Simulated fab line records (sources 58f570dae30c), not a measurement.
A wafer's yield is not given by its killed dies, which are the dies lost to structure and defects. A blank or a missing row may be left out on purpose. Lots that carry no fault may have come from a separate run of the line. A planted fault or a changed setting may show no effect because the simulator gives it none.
Tool commonality check ; flow berkeleyCmos170 ; 42 wafers sampled across 14 lots

WHAT PROMPTED THE OPENING
UCB170_V2_THK_MEAS_04, reading V2_POLISHED_THK: flagged on 2 of 14 lots. Fault-free wafers read 1000.0 nm, with a standard deviation of 0.95.
Rule: a lot is flagged in two cases, either no wafer of it has a number, or all its wafers with numbers fall more than 4 standard deviations from that mean. The other lots count as sound.

lot;measured;on;V2_POLISHED_THK (nm), wafer by wafer;flag
L270;day 8 14:38;filmMetro-04;999.5 1000.6 1001.4;
L273;day 9 02:40;filmMetro-04;1001.8 999.8 1000.2;
L272;day 9 04:38;filmMetro-04;999.5 999.6 998.3;
L274;day 9 19:27;filmMetro-04;998.7 1000.2 1000.2;
L276;day 9 20:01;filmMetro-01;1001.0 998.5 998.7;
L277;day 10 11:27;filmMetro-04;1990.7 1992.8 2038.4;FLAGGED
L280;day 10 17:21;filmMetro-01;2015.3 2006.4 2038.0;FLAGGED
L278;day 10 18:49;filmMetro-03;999.9 998.9 999.2;
L285;day 11 23:15;filmMetro-04;1000.0 999.8 1000.3;
L286;day 12 10:14;filmMetro-04;1001.4 999.6 999.2;
L288;day 12 10:22;filmMetro-01;999.0 999.3 998.7;
L287;day 13 01:05;filmMetro-03;999.4 1000.3 1000.2;
L292;day 13 01:39;filmMetro-04;999.6 999.2 997.8;
L291;day 13 01:56;filmMetro-03;999.0 999.7 1000.3;
Flagged lots average 2013.6 nm: +1013.6 nm relative to the usual, that is +99 or more standard deviations.

WHICH TOOL EACH LOT WENT THROUGH
The record holds 2 process steps before the reading, out of a route of 331 steps. Each cell gives the tool, then ch followed by the chambers the sampled wafers passed through, then the start.
lot;flag;UCB170_M2_ETCH_17;UCB170_V2_CMP_02
L270;;rieDiel-04 ch 0,3, day 8 13:28;cmp-02 ch 0,1,2, day 8 14:16
L273;;rieDiel-03 ch 0,1,2, day 9 01:34;cmp-02 ch 2,3, day 9 02:14
L272;;rieDiel-02 ch 0,1, day 9 03:31;cmp-02 ch 0,2,3, day 9 04:20
L274;;rieDiel-02 ch 2,3, day 9 18:10;cmp-01 ch 0,2,3, day 9 19:10
L276;;rieDiel-03 ch 1,2,3, day 9 18:45;cmp-02 ch 0,1,3, day 9 19:45
L277;FLAGGED;rieDiel-02 ch 0,1,3, day 10 10:22;cmp-01 ch 0,1,2, day 10 11:01
L280;FLAGGED;rieDiel-02 ch 0,3, day 10 16:16;cmp-02 ch 1,2,3, day 10 17:01
L278;;rieDiel-04 ch 0,1,2, day 10 17:41;cmp-02 ch 0,2,3, day 10 18:23
L285;;rieDiel-03 ch 1,2,3, day 11 22:10;cmp-02 ch 1,3, day 11 22:52
L286;;rieDiel-02 ch 0,1,2, day 12 09:00;cmp-02 ch 2,3, day 12 09:49
L288;;rieDiel-04 ch 0,2,3, day 12 09:16;cmp-01 ch 0,1,3, day 12 09:56
L287;;rieDiel-03 ch 2,3, day 13 00:00;cmp-01 ch 0,2,3, day 13 00:43
L292;;rieDiel-04 ch 0,1,2, day 13 00:33;cmp-02 ch 1,2, day 13 01:13
L291;;rieDiel-02 ch 0,1,2, day 13 00:50;cmp-01 ch 0,1,3, day 13 01:32
What is done by these steps:
- UCB170_M2_ETCH_17: etches BARC in N2/H2.
- UCB170_V2_CMP_02: polishes SiO2.
- UCB170_V2_THK_MEAS_04

FLAGGED AGAINST TOTAL, ONE TOOL AT A TIME (gauges that did the reading follow at the end)
step;tool;lots run;flagged;share of the flagged lots;sound lots run after its first flagged lot
UCB170_M2_ETCH_17;rieDiel-02;6;2;all;2 (L286,L291)
UCB170_M2_ETCH_17;rieDiel-03;4;0;none;-
UCB170_M2_ETCH_17;rieDiel-04;4;0;none;-
UCB170_V2_CMP_02;cmp-01;5;1;some;3 (L288,L287,L291)
UCB170_V2_CMP_02;cmp-02;9;1;some;4 (L278,L285,L286,L292)
UCB170_V2_THK_MEAS_04;filmMetro-01;3;1;some;1 (L288)
UCB170_V2_THK_MEAS_04;filmMetro-03;3;0;none;-
UCB170_V2_THK_MEAS_04;filmMetro-04;8;1;some;3 (L285,L286,L292)

WHAT THE TABLE PERMITS
In the table, 1 row covers all flagged lots: rieDiel-02 at UCB170_M2_ETCH_17.
- rieDiel-02 at UCB170_M2_ETCH_17 ran 6 lots, 2 of them flagged. Lots that were sound ran on it after the first flagged one (L286, L291); a persistent fault on the entire tool would not allow that.
No row of the table ran every flagged lot and no sound lot after the first.

WHAT HAD BEEN PUT IN BY THE SIMULATOR
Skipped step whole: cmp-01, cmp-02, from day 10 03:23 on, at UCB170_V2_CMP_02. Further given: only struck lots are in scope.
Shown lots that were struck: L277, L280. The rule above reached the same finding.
